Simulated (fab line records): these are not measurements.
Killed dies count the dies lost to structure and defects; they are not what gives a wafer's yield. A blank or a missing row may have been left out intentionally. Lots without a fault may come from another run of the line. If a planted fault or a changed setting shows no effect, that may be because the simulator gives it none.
Which of the tools did it? | flow rit_cmos | Sampling: 14 lots, 42 wafers, 2 of 202 route steps

## WHAT THE GAUGES SHOWED, per wafer
The record lacks any reading of a measuring or inspecting step that a usual standard deviation could be used to judge.

## WHAT TOOL EACH LOT RAN ON (gives the tool, then ch and the chambers of the sampled wafers, and finally the start)
lot  | RIT_CONTACT_CVD_00             | RIT_M1_PROBE_99
L306 | pecvd-02 ch 1,2, day 3 11:34   | prober-01, day 3 17:55
L310 | pecvd-03 ch 1,2, day 4 08:49   | prober-01, day 4 15:16
L311 | pecvd-01 ch 0,2, day 4 14:05   | prober-02, day 4 20:31
L312 | pecvd-02 ch 0,1,2, day 4 17:25 | prober-01, day 4 23:46
L313 | pecvd-03 ch 0,1,2, day 5 02:45 | prober-02, day 5 09:10
L314 | pecvd-01 ch 0,1, day 5 08:31   | prober-01, day 5 15:13
L315 | pecvd-02 ch 0,1, day 5 12:11   | prober-02, day 5 18:29
L317 | pecvd-01 ch 0,1,2, day 6 05:17 | prober-02, day 6 11:52
L318 | pecvd-02 ch 0,2, day 6 06:29   | prober-01, day 6 13:16
L319 | pecvd-03 ch 0,2, day 6 12:44   | prober-02, day 6 19:21
L322 | pecvd-02 ch 0,1, day 6 21:06   | prober-02, day 7 03:29
L325 | pecvd-03 ch 0,1,2, day 7 10:26 | prober-02, day 7 16:55
L326 | pecvd-01 ch 0,2, day 7 13:41   | prober-01, day 7 20:04
L328 | pecvd-03 ch 0,1,2, day 7 23:49 | prober-01, day 8 06:10
- RIT_CONTACT_CVD_00: deposits SiO2 from TEOS, target thk 400 nm, time 61 s.
- RIT_M1_PROBE_99

## WHAT THE TOOLS THEMSELVES READ (means of the sampled wafers that have a number; where no wafer has one, the mark that the record gives instead)
RIT_CONTACT_CVD_00. Usual: heater_power_w 329 W, standard deviation 45.
lot  | tool     | heater_power_w (W) | flag
L306 | pecvd-02 | 357                |
L310 | pecvd-03 | 330                |
L311 | pecvd-01 | 334                |
L312 | pecvd-02 | 354                |
L313 | pecvd-03 | 340                |
L314 | pecvd-01 | 334                |
L315 | pecvd-02 | 318                |
L317 | pecvd-01 | 340                |
L318 | pecvd-02 | 347                |
L319 | pecvd-03 | 335                |
L322 | pecvd-02 | 313                |
L325 | pecvd-03 | 309                |
L326 | pecvd-01 | 327                |
L328 | pecvd-03 | 319                |

RIT_M1_PROBE_99. Usual: killed_at_M0_to_M3 is 0.0 with standard deviation 0.25, killed_at_contacts is 0.0 with standard deviation 0.18, killed_at_front_end is 7 with standard deviation 3.4, killed_dies is 7 with standard deviation 3.4, killed_on_rim is 1.8 with standard deviation 1.3, killed_open is 3.7 with standard deviation 2.2, and killed_short is 3.6 with standard deviation 2.2.
lot  | tool      | killed_at_M0_to_M3 | killed_at_contacts | killed_at_front_end | killed_dies | killed_on_rim | killed_open | killed_short | flag
L306 | prober-01 | 0.0                | 0.3                | 3                   | 3           | 1.0           | 2.3         | 0.7          |
L310 | prober-01 | 0.3                | 0.0                | 5                   | 6           | 1.3           | 2.7         | 3.0          |
L311 | prober-02 | 0.0                | 0.0                | 7                   | 7           | 2.3           | 4.0         | 3.0          |
L312 | prober-01 | 0.0                | 0.0                | 9                   | 9           | 3.0           | 6.3         | 3.0          |
L313 | prober-02 | 0.0                | 0.3                | 7                   | 8           | 1.7           | 2.0         | 5.0          |
L314 | prober-01 | 0.0                | 0.0                | 4                   | 4           | 0.7           | 1.7         | 2.0          |
L315 | prober-02 | 0.0                | 0.0                | 9                   | 9           | 3.0           | 5.7         | 3.0          |
L317 | prober-02 | 0.0                | 0.0                | 7                   | 7           | 2.0           | 3.3         | 3.7          |
L318 | prober-01 | 0.0                | 14.7               | 7                   | 21          | 7.0           | 2.0         | 4.7          | OFF
L319 | prober-02 | 0.0                | 0.0                | 10                  | 10          | 2.3           | 4.0         | 5.7          |
L322 | prober-02 | 0.0                | 15.7               | 6                   | 22          | 6.7           | 2.0         | 4.0          | OFF
L325 | prober-02 | 0.0                | 0.0                | 6                   | 6           | 2.7           | 1.7         | 4.3          |
L326 | prober-01 | 0.0                | 0.0                | 4                   | 4           | 0.3           | 2.0         | 1.7          |
L328 | prober-01 | 0.0                | 0.0                | 9                   | 9           | 2.3           | 4.0         | 4.7          |

## THE ANSWER, worked out from the rows above alone
Rule: a lot counts as off when the mean over its wafers that have a number is more than 3 standard deviations away from the usual mean. A lot without any number at a reading at which 4 lots or more have one is off too. All remaining lots with rows at the step are treated as sound. The gauges are gone through in route order, then the tools' own readings, and for those a lot's mean is taken as printed above. At the first step where some lot is off, the reading lying furthest off is the one used; lots without a number count as furthest.
Off: L318, L322, at RIT_M1_PROBE_99 (killed_at_contacts).
If a tool, at that step or one of the process steps before it, ran each lot that is off and ran no sound lot following the first of them, it fits. One fits: pecvd-02 at RIT_CONTACT_CVD_00. Its last sound lot is L315 (day 5 12:11), its first lot that is off L318 (day 6 06:29): a fault that began between those two fits.

## WHAT HAD BEEN PUT IN BY THE SIMULATOR
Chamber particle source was pecvd-02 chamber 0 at RIT_CONTACT_CVD_00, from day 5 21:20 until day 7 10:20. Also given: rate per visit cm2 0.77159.
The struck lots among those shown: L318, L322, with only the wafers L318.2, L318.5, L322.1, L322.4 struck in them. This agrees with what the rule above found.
